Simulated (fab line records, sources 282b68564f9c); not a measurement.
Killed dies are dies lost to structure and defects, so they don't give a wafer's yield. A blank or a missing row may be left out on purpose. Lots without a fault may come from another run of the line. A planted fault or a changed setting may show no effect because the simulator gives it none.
A struck lot beside a sound one | flow rit_cmos | 15 steps out of a route of 202
Sound: wafers L550.2, L550.3, L550.4. Struck: wafers L562.1, L562.6. (L562.2 of the same lot was not struck and is left out.) The cause comes at the end.
At each step with rows: each side's tool, then ch and its chambers, then its first start. Under that, the readings that differ: sound wafers | struck wafers | difference of the means | sigmas: that difference in standard deviations of wafers without a fault.
alike: readings whose means differ by less than 2 such deviations, and words and numbers that are the same on both sides. not compared: withheld readings, readings that some wafer has no value for, bounds like >300 that may hide the same value, and numbers for which the record gives no deviation and whose values overlap.
The two part at a step that has a row with sigmas, a row that says differs or no value, or rows on one side only. Numbers that don't overlap but have no deviation are shown without sigmas and don't part them. A reading that every wafer of one side lacks parts them only if that side has two wafers or more.

RIT_SILICIDE_RTA_06: time 10 s, ramp up 5 s, ramp down 10 s.
  sound on rtp_anneal-01 ch 0, day 3 22:52; struck on rtp_anneal-01 ch 0, day 6 10:59
  alike: wafer_temp_C_max
RIT_CONTACT_CVD_00: deposits SiO2 from TEOS, target thk 400 nm, time 61 s.
  sound on pecvd-03 ch 0,1,2, day 3 22:55; struck on pecvd-03 ch 0,1, day 6 11:04
  alike: heater_power_w
RIT_CONTACT_THK_MEAS_01:
  sound on film_metro-01, day 3 22:59; struck on film_metro-03, day 6 11:07
  alike: CONTACT_TEOS_THK
then, 6 steps without rows for these wafers: RIT_CONTACT_HMDS_02 (prime time 60 s); RIT_CONTACT_COAT_03 (resist thk 1000 nm); RIT_CONTACT_SOFTBAKE_04 (time 60 s); RIT_CONTACT_EXPOSE_05 (exposes mask M11, target cd 1000 nm); RIT_CONTACT_PEB_06; RIT_CONTACT_DEVELOP_07 (develop time 120 s).
RIT_CONTACT_CD_MEAS_08: target cd 1000 nm.
  sound on cd_sem-02, day 4 00:17; struck on cd_sem-02, day 6 12:17
  alike: cd_nm
RIT_CONTACT_OVL_MEAS_09:
  sound on overlay-01, day 4 00:24; struck on overlay-01, day 6 12:25
  alike: CONTACT_OVL
then, 1 step without rows for these wafers: RIT_CONTACT_HARDBAKE_10 (time 60 s).
RIT_CONTACT_ETCH_11: etches SiO2 in CHF3/CF4/Ar, stops on TiSi2, target depth 480 nm, time 320 s.
  sound on rie_diel-04 ch 0,2,3, day 4 00:35; struck on rie_diel-01 ch 2, day 6 12:36
  reading                                      | sound             | struck      | difference | sigmas
  model.NOVOLAK_of_CONTACT_COAT_03.thk_nm (nm) | 769.9 770.7 770.7 | 710.9 710.9 | -59.5      |
  alike: chamber_pressure_mTorr, drypump_motor_current_A, mfc_ar_sccm, oes_product_au, throttle_valve_pct
  not compared: rf_hours_counter_h
RIT_CONTACT_STRIP_12: strips in O2, time 180 s.
  sound on plasma_asher-04 ch 0,1, day 4 00:46; struck on plasma_asher-02 ch 0,1, day 6 12:47
  alike: chamber_pressure_mTorr, drypump_motor_current_A, rf_refl_power_W
  not compared: rf_hours_counter_h
RIT_M1_PROBE_99:
  sound on prober-02, day 4 05:31; struck on prober-01, day 6 17:34
  reading                                                 | sound                | struck        | difference | sigmas
  model.etest.nmos_0p15.junction_log10_a_um               | -13.5 -13.44 -13.4   | -10.98 -11.24 | +2.34      |
  model.etest.nmos_narrow.off_log10_a_um                  | -13.07 -13.17 -13.11 | -10.98 -11.24 | +2.01      |
  model.etest.gate_end_array.leak_log10_a_um              | -12.81 -12.99 -12.67 | -10.77 -11.14 | +1.87      |
  model.etest.nmos_0p3.off_log10_a_um                     | -13.02 -13.16 -12.95 | -10.98 -11.24 | +1.93      |
  model.etest.pmos_0p15.junction_log10_a_um               | -13.82 -13.73 -13.78 | -11.98 -12.23 | +1.67      |
  model.etest.contact_diode_array.leak_log10_a (angstrom) | -9.32 -9.473 -9.581  | -7.689 -7.846 | +1.691     |
  model.etest.pmos_0p3.off_log10_a_um                     | -12.9 -12.82 -13.03  | -11.94 -12.19 | +0.85      |
  model.etest.pmos_narrow.off_log10_a_um                  | -12.85 -12.69 -12.83 | -11.93 -12.14 | +0.75      |
  alike: killed_at_front_end, killed_dies, killed_open, killed_short

WHERE THEY PART
Nowhere in this record.

WHY: what the simulator had put in
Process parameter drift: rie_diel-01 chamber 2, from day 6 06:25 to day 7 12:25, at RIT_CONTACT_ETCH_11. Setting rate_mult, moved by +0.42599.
